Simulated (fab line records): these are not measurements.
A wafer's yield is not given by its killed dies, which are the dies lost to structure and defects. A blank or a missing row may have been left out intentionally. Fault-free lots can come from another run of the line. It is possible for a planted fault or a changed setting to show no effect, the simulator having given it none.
fab line records ; flow ritCmos
record lots=6; wafers=18; lastDay=7
route steps=202 shown ACTIVE@8 FOX1@20 M1@202
lots with no fault: from the same line, run without faults
startH: the number of hours between the record's first day and the start of the first shown wafer of the lot ; waitH: how many hours have passed since the lot's step before this one ; " as in the row above ; L1.1+2: several wafers, shown together as one row ; - no value present, or no start provided ; * or withheld: withheld ; < > ~ a bound
route shown NAME@n: NAME is a module with steps in the file, n the number in the route of the first one ; usual: average and standard deviation across the fault-free wafers ; same: alike in all rows ; chamber/n: place in a boat ; sites: per-site readings ; _std_site: standard deviation of those values ; _edge_site: mean of outer sites minus mean of inner sites ; radiusMm: how far each site lies from the wafer's centre ; mask NAME#n: copy n ; behind: the last tool/chamber to shape the wafer ; hold: cause of the lot's hold/its duration in hours/its outcome ; device: whichever transistor did not switch (one of n, p or np) ; end of line: the tests these same wafers got at the end of their route ; a step without rows: its recipe alone ; killed: count of dies lost to structure and defects at first sort (not the wafer's yield) ; map: dies across one wafer; x = killed, . = not, _ = none there
set.NAME: the run value of the setting; set.NAME@STEP: its run value at that earlier step ; model.NAME: the simulator's own value behind a step, which no gauge read
lots at some steps of the route; a table a step, a row a wafer
services: from which hour (startH, from the record's first day; less than 0 if before it) a tool's chamber was out of use, for how many hours, and why
## steps
# step RIT_ACTIVE_SOFTBAKE_07
# recipe resist=NOVOLAK; tempC=90; timeS=60
# step RIT_ACTIVE_EXPOSE_08
# recipe maskId=M1; na=0.6; sourceShape=conventional; sigmaOuter=0.6; targetCdNm=1400; doseMj=226.5
# step RIT_ACTIVE_PEB_09
# recipe resist=NOVOLAK; tempC=withheld; timeS=withheld
# step RIT_ACTIVE_DEVELOP_10
# recipe resist=NOVOLAK; developTimeS=50; devTempC=23
# step RIT_ACTIVE_CD_MEAS_11
# recipe targetCdNm=1400
# usual cdNm=1400.5/1.9
lot.wafer;tool;chamber;startH;waitH;cdNm
L889.1;cdSem-02;-;41.30;-;1403.2
L889.3;cdSem-02;-;41.30;-;1399.6
L889.6;cdSem-02;-;41.30;-;1399.7
L890.1;cdSem-02;-;45.66;-;1402.2
L890.2;cdSem-02;-;45.66;-;1402.5
L890.5;cdSem-02;-;45.66;-;1404.0
L895.1;cdSem-01;-;70.33;-;1398.0
L895.4;cdSem-01;-;70.33;-;1399.4
L895.6;cdSem-01;-;70.33;-;1400.7
L897.1;cdSem-01;-;79.47;-;1400.8
L897.2;cdSem-01;-;79.47;-;1401.6
L897.3;cdSem-01;-;79.47;-;1400.8
L899.1;cdSem-01;-;89.51;-;1400.8
L899.4;cdSem-01;-;89.51;-;1400.3
L899.6;cdSem-01;-;89.51;-;1401.0
L907.3;cdSem-02;-;129.48;-;1399.2
L907.4;cdSem-02;-;129.48;-;1400.5
L907.5;cdSem-02;-;129.48;-;1401.8
# step RIT_ACTIVE_HARDBAKE_12
# recipe resist=NOVOLAK; tempC=140; timeS=60
# step RIT_ACTIVE_ETCH_13
# recipe stopOn=SiO2; chemistry=SF6; target=Si3N4; timeS=210; overEtchFrac=0.4; SF6_flow_sccm=200; pressureMtorr=260; rfW=125; targetDepthA=2100
# usual drypumpMotorCurrentA=5.7/0.38; oesProductAu=0.820/0.013; throttleValvePct=7.54/0.087
# same timeS=210
lot.wafer;tool;chamber;startH;waitH;drypumpMotorCurrentA;oesProductAu;rfHoursCounterH;throttleValvePct
L889.1;rieDiel-03;0;41.57;0.1;5.9;0.804;3;7.56
L889.3;rieDiel-03;1;41.57;0.1;5.9;0.826;2;7.66
L889.6;rieDiel-03;3;41.57;0.1;5.9;0.826;-;7.59
L890.1;rieDiel-02;0;45.93;0.1;5.4;0.816;89;7.63
L890.2;rieDiel-02;3;45.93;0.1;6.3;0.818;87;7.44
L890.5;rieDiel-02;0;45.93;0.1;5.4;0.823;-;7.62
L895.1;rieDiel-04;2;70.60;0.1;5.6;0.813;65;7.45
L895.4;rieDiel-04;0;70.60;0.1;4.8;0.818;21;7.51
L895.6;rieDiel-04;2;70.60;0.1;5.7;0.801;-;7.44
L897.1;rieDiel-02;3;79.74;0.1;6.3;0.814;88;7.43
L897.2;rieDiel-02;1;79.74;0.1;5.8;0.834;94;7.49
L897.3;rieDiel-02;2;79.74;0.1;6.3;0.809;1;7.62
L899.1;rieDiel-02;3;89.78;0.1;6.3;0.823;88;7.44
L899.4;rieDiel-02;0;89.78;0.1;5.4;0.822;90;7.63
L899.6;rieDiel-02;1;89.78;0.1;5.8;0.842;-;7.49
L907.3;rieDiel-03;2;129.71;0.1;5.4;0.835;126;7.46
L907.4;rieDiel-03;0;129.71;0.1;5.9;0.804;5;7.58
L907.5;rieDiel-03;1;129.71;0.1;5.9;0.824;-;7.68
# step RIT_ACTIVE_STRIP_14
# recipe chemistry=O2; timeS=180; resist=NOVOLAK; platenTempC=withheld; powerW=500; pressureMtorr=4000; o2FlowSccm=4000
# usual drypumpMotorCurrentA=5.8/0.57
# same timeS=180
lot.wafer;tool;chamber;startH;waitH;drypumpMotorCurrentA;rfHoursCounterH
L889.1;plasmaAsher-03;1;41.70;0.1;6.3;37
L889.3;plasmaAsher-03;0;41.70;0.1;4.9;-
L889.6;plasmaAsher-03;1;41.70;0.1;6.2;-
L890.1;plasmaAsher-01;0;46.06;0.1;6.6;41
L890.2;plasmaAsher-01;1;46.06;0.1;5.9;41
L890.5;plasmaAsher-01;0;46.06;0.1;6.7;-
L895.1;plasmaAsher-03;1;70.73;0.1;6.2;40
L895.4;plasmaAsher-03;1;70.73;0.1;6.2;-
L895.6;plasmaAsher-03;1;70.73;0.1;6.2;-
L897.1;plasmaAsher-04;1;79.87;0.1;5.3;29
L897.2;plasmaAsher-04;0;79.87;0.1;5.7;29
L897.3;plasmaAsher-04;0;79.87;0.1;5.7;-
L899.1;plasmaAsher-04;1;89.92;0.1;5.3;30
L899.4;plasmaAsher-04;0;89.92;0.1;5.7;-
L899.6;plasmaAsher-04;0;89.92;0.1;5.7;-
L907.3;plasmaAsher-04;1;129.90;0.1;5.3;-
L907.4;plasmaAsher-04;0;129.90;0.1;5.7;-
L907.5;plasmaAsher-04;0;129.90;0.1;5.7;-
# step RIT_ACTIVE_CD_MEAS_90
# recipe targetCdNm=1400
# usual cdNm=1400.6/1.9
lot.wafer;tool;chamber;startH;waitH;cdNm
L889.1;cdSem-02;-;41.87;0.1;1402.8
L889.3;cdSem-02;-;41.87;0.1;1399.3
L889.6;cdSem-02;-;41.87;0.1;1399.4
L890.1;cdSem-02;-;46.24;0.1;1402.7
L890.2;cdSem-02;-;46.24;0.1;1402.3
L890.5;cdSem-02;-;46.24;0.1;1403.9
L895.1;cdSem-01;-;70.91;0.1;1398.5
L895.4;cdSem-01;-;70.91;0.1;1399.7
L895.6;cdSem-01;-;70.91;0.1;1401.2
L897.1;cdSem-02;-;80.05;0.1;1401.2
L897.2;cdSem-02;-;80.05;0.1;1401.6
L897.3;cdSem-02;-;80.05;0.1;1401.0
L899.1;cdSem-01;-;90.09;0.1;1401.0
L899.4;cdSem-01;-;90.09;0.1;1400.0
L899.6;cdSem-01;-;90.09;0.1;1400.7
L907.3;cdSem-02;-;130.06;0.1;1399.2
L907.4;cdSem-02;-;130.06;0.1;1400.6
L907.5;cdSem-02;-;130.06;0.1;1401.7
# step RIT_ACTIVE_CLEAN_15
# recipe chemistry=SC1; mix=3:3:50; timeS=600; tempC=75
# step RIT_ACTIVE_CLEAN_16
# recipe chemistry=dHF; dilution=50:1; timeS=30
# step RIT_ACTIVE_CLEAN_17
# recipe chemistry=SC2; mix=3:3:50; timeS=600; tempC=75; dry=n2Spin
# step RIT_FOX1_OXIDATION_00
# recipe tempC=1100; ambient=H2O; targetThkA=3507; pH2oTorr=720; oxTimeS=1130
# usual spikeTcCentreC=1102.2/1.1; spikeTcLoadC=1127/3.5; spikeTcSourceC=1127/3.9; tubeCenterTempC=1100/0.097; tube_center_temp_C_max=1102.8/0.45; zonePowerSourcePct=45/4.8
lot.wafer;tool;chamber;startH;waitH;spikeTcCentreC;spikeTcLoadC;spikeTcSourceC;tubeCenterTempC;tube_center_temp_C_max;zonePowerSourcePct;model.SiO2_of_FOX1_OXIDATION_00.thkNm
L889.1;furnace-03;0;42.36;0.0;1102.0;1124;1130;1100.1;1103.3;47;333.4
L889.3;furnace-03;0;42.36;0.0;1100.7;1125;1132;1100.1;1103.4;48;337.2
L889.6;furnace-03;0;42.36;0.0;1103.0;1124;1131;1100;1102.9;48;339.5
L890.1;furnace-01;0;47.93;1.2;1104.0;1126;1127;1099.8;1103.9;36;360.8
L890.2;furnace-01;0;47.93;1.2;1103.3;1128;1123;1100.1;1103.0;37;353.1
L890.5;furnace-01;0;47.93;1.2;1102.8;1126;1127;1100;1102.8;36;362.5
L895.1;furnace-03;0;71.39;0.0;1062.6;1083;1089;1059.9;1062.9;45;271.3
L895.4;furnace-03;0;71.39;0.0;1063.3;1083;1089;1059.9;1062.5;45;268.1
L895.6;furnace-03;0;71.39;0.0;1062.0;1084;1090;1060;1063.4;45;264.5
L897.1;furnace-03;0;80.89;0.0;1061.9;1083;1090;1059.9;1062.7;44;260.2
L897.2;furnace-03;0;80.89;0.0;1064.0;1082;1088;1060;1063.5;44;265.4
L897.3;furnace-03;0;80.89;0.0;1063.0;1084;1090;1060;1062.5;45;266.7
L899.1;furnace-04;0;90.60;0.0;1101.8;1131;1122;1100;1102.4;47;352
L899.4;furnace-04;0;90.60;0.0;1100.1;1130;1121;1100;1102.2;46;356.5
L899.6;furnace-04;0;90.60;0.0;1100.7;1129;1122;1100;1102.4;47;354
L907.3;furnace-04;0;130.52;0.0;1102.0;1132;1123;1099.9;1102.8;46;348.4
L907.4;furnace-04;0;130.52;0.0;1100.7;1131;1122;1100.1;1103.1;46;354.8
L907.5;furnace-04;0;130.52;0.0;1100.6;1132;1123;1099.9;1102.7;46;354.7
# step RIT_FOX1_THK_MEAS_01
# recipe reads=SiO2_of_FOX1_OXIDATION_00
# usual FOX1_OXIDE_THK=350/8.9
lot.wafer;tool;chamber;startH;waitH;FOX1_OXIDE_THK[nm]
L889.1;filmMetro-04;-;43.68;0.0;334
L889.3;filmMetro-04;-;43.68;0.0;338
L889.6;filmMetro-04;-;43.68;0.0;340
L890.1;filmMetro-03;-;49.24;0.0;361
L890.2;filmMetro-03;-;49.24;0.0;353
L890.5;filmMetro-03;-;49.24;0.0;363
L895.1;filmMetro-04;-;72.71;0.0;272
L895.4;filmMetro-04;-;72.71;0.0;268
L895.6;filmMetro-04;-;72.71;0.0;264
L897.1;filmMetro-04;-;82.20;0.0;260
L897.2;filmMetro-04;-;82.20;0.0;265
L897.3;filmMetro-04;-;82.20;0.0;267
L899.1;filmMetro-02;-;91.91;0.0;352
L899.4;filmMetro-02;-;91.91;0.0;356
L899.6;filmMetro-02;-;91.91;0.0;354
L907.3;filmMetro-03;-;131.85;0.0;349
L907.4;filmMetro-03;-;131.85;0.0;355
L907.5;filmMetro-03;-;131.85;0.0;355
# step RIT_FOX1_WET_ETCH_02
# recipe chemistry=BOE; targetDepthNm=350; timeS=390; tempC=21.5; dry=n2Spin; dilution=10:1; target=SiO2
# step RIT_M1_PROBE_99
# usual killed_at_M0_to_M3=0.0/0.2; killedAtContacts=0.2/0.38; killedAtFrontEnd=6.7/3; killedDies=6.9/3; killedOpen=3.5/1.9; killedShort=3.3/2
# same grossDies=264; killed_at_M4_up=0; killedAtBackSide=0; killedAtOther=0
lot.wafer;tool;chamber;startH;waitH;killed_at_M0_to_M3;killedAtContacts;killedAtFrontEnd;killedDies;killedOpen;killedShort;model.etest.nplusSal.widthNm;model.etest.pplusSal.widthNm;model.etest.nldd.widthNm;model.etest.pldd.widthNm;model.etest.fieldP.vtV
L889.1;prober-02;-;88.98;0.1;0;0;6;6;4;2;3485;3471;3228;3224;-12.73
L889.3;prober-02;-;89.08;0.2;0;0;6;6;3;3;3465;3460;3204;3219;-12.63
L889.6;prober-02;-;89.23;0.2;0;1;6;7;5;2;3469;3474;3213;3215;-12.67
L890.1;prober-01;-;89.58;0.1;0;1;4;5;1;4;3423;3436;3124;3134;-12.52
L890.2;prober-01;-;89.63;0.1;0;1;6;7;3;4;3414;3395;3170;3145;-12.55
L890.5;prober-01;-;89.78;0.2;0;0;2;2;2;0;3419;3408;3146;3146;-12.51
L895.1;prober-02;-;113.85;0.1;0;0;3;3;1;2;3542;3519;3234;3243;-13.77
L895.4;prober-02;-;114.00;0.2;0;0;5;5;2;3;3512;3507;3264;3259;-13.8
L895.6;prober-02;-;114.10;0.2;1;0;3;4;2;2;3569;3544;3252;3273;-13.81
L897.1;prober-02;-;121.56;0.1;0;0;9;9;7;2;3519;3534;3265;3241;-13.44
L897.2;prober-02;-;121.61;0.1;0;0;6;6;4;2;3487;3490;3246;3239;-13.27
L897.3;prober-02;-;121.66;0.2;0;0;5;5;3;2;3553;3566;3268;3262;-13.26
L899.1;prober-02;-;133.45;0.1;0;0;7;7;2;5;3439;3449;3178;3203;-12.62
L899.4;prober-02;-;133.60;0.2;0;0;6;6;3;3;3442;3450;3202;3180;-12.55
L899.6;prober-02;-;133.70;0.2;0;0;3;3;2;1;3434;3425;3197;3202;-12.62
L907.3;prober-02;-;172.43;0.2;0;0;14;14;9;5;3474;3454;3185;3182;-13.3
L907.4;prober-02;-;172.48;0.2;0;0;11;11;6;5;3399;3410;3169;3151;-13.25
L907.5;prober-02;-;172.53;0.2;0;0;11;11;7;4;3450;3450;3178;3179;-13.27
# killed by level:class
L889.1 FOX2:geometricParticle:open=2 GATE:geometricParticle:short=2 FOX1:geometricParticle:open=1 GATE:geometricParticle:open=1
L889.3 GATE:geometricParticle:open=2 FOX1:geometricParticle:short=1 FOX2:geometricParticle:open=1 REOX:geometricParticle:short=1 SPACER:geometricParticle:short=1
L889.6 FOX1:geometricParticle:open=2 FOX2:geometricParticle:open=1 FOX2:geometricParticle:short=1 GATE:geometricParticle:open=1 SPACER:geometricParticle:open=1 CONTACT:geometricParticle:short=1
L890.1 GATE:geometricParticle:short=2 FOX1:geometricParticle:open=1 REOX:geometricParticle:short=1 CONTACT:geometricParticle:short=1
L890.2 GATE:geometricParticle:short=2 FOX1:geometricParticle:open=1 REOX:geometricParticle:short=1 SPACER:geometricParticle:open=1 SPACER:geometricParticle:short=1 CONTACT:geometricParticle:open=1
L890.5 FOX1:geometricParticle:open=1 GATE:geometricParticle:open=1
L895.1 FOX1:geometricParticle:open=1 REOX:geometricParticle:short=1 SPACER:geometricParticle:short=1
L895.4 FOX2:geometricParticle:short=1 GATE:geometricParticle:short=1 SPACER:geometricParticle:open=1 SILICIDE:geometricParticle:short=1 SILICIDE:geometricParticle:open=1
L895.6 GATE:geometricParticle:open=2 GATE:geometricParticle:short=1 M1:geometricParticle:short=1
L897.1 GATE:geometricParticle:open=4 FOX1:geometricParticle:open=1 GATE:geometricParticle:short=1 SPACER:geometricParticle:open=1 SILICIDE:geometricParticle:open=1 SILICIDE:geometricParticle:short=1
L897.2 FOX1:geometricParticle:open=1 FOX2:geometricParticle:open=1 GATE:geometricParticle:short=1 GATE:geometricParticle:open=1 REOX:geometricParticle:short=1 REOX:geometricParticle:open=1
L897.3 GATE:geometricParticle:open=2 GATE:geometricParticle:short=2 FOX2:geometricParticle:open=1
L899.1 SILICIDE:geometricParticle:short=3 FOX1:geometricParticle:short=2 GATE:geometricParticle:open=1 REOX:geometricParticle:open=1
L899.4 REOX:geometricParticle:open=2 GATE:geometricParticle:open=1 GATE:geometricParticle:short=1 REOX:geometricParticle:short=1 SPACER:geometricParticle:short=1
L899.6 FOX2:geometricParticle:open=1 FOX2:geometricParticle:short=1 REOX:geometricParticle:open=1
L907.3 GATE:geometricParticle:open=4 REOX:geometricParticle:open=4 GATE:geometricParticle:short=2 FOX1:geometricParticle:short=1 REOX:geometricParticle:short=1 SPACER:geometricParticle:short=1 SPACER:geometricParticle:open=1
L907.4 GATE:geometricParticle:open=3 GATE:geometricParticle:short=2 REOX:geometricParticle:short=2 REOX:geometricParticle:open=2 SPACER:geometricParticle:open=1 SPACER:geometricParticle:short=1
L907.5 GATE:geometricParticle:open=4 REOX:geometricParticle:short=3 FOX1:geometricParticle:open=2 SPACER:geometricParticle:open=1 SILICIDE:geometricParticle:short=1
## services
tool;chamber;startH;hours;kind
rieDiel-03;-;18.09;4.3;pm
furnace-04;-;26.33;3.9;pm
furnace-04;-;31.56;16.5;pm
rieDiel-04;-;51.45;2.8;pm
plasmaAsher-04;-;56.96;2.5;repair
furnace-01;-;60.62;2.9;pm
furnace-03;-;63.56;3.9;pm
rieDiel-04;3;101.56;2.8;repair
plasmaAsher-01;-;108.75;9.0;pm
plasmaAsher-01;0;108.75;9.0;ventCycle
plasmaAsher-01;1;108.75;9.0;ventCycle
rieDiel-02;3;116.75;3.3;repair
plasmaAsher-01;0;117.75;-;clean
plasmaAsher-01;1;117.75;-;clean
rieDiel-02;0;121.16;4.7;repair
rieDiel-03;2;124.61;3.4;repair
## key
firstSign step=RIT_FOX1_OXIDATION_00; reading=tubeCenterTempC; direction=down; sigmas=99+; usual=*; struck=*
effect step=RIT_FOX1_OXIDATION_00; reading=tube_center_temp_C_max; direction=down; sigmas=88; usual=*; struck=*
effect step=RIT_FOX1_THK_MEAS_01; reading=FOX1_OXIDE_THK; direction=down; sigmas=9.4; usual=350; struck=266
modelEffect step=RIT_FOX1_OXIDATION_00; value=SiO2_of_FOX1_OXIDATION_00.thkNm; without=336.7; struck=266
modelEffect step=RIT_M1_PROBE_99; value=etest.nplusSal.widthNm; without=3456; struck=3530
metAt RIT_FOX1_OXIDATION_00
struckWafers L895.1,L895.4,L895.6,L897.1,L897.2,L897.3
testerLeftOut L895,L897
onsetBetween 42.36 71.39
fault kind=processParameterDrift; tool=furnace-03; chamber=-; onsetH=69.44; steps=RIT_FOX1_OXIDATION_00; channel=tempC; offset=*; shape=step; endH=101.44; actsIn=*; stated=*
# testerLeftOut: of these lots the tester's yield and bins aren't shown, on N5 and GAA mostly nor the transistor test; their killed dies are dies lost to structure and defects alone, not to doping, threshold or leakage, so they don't give the yield
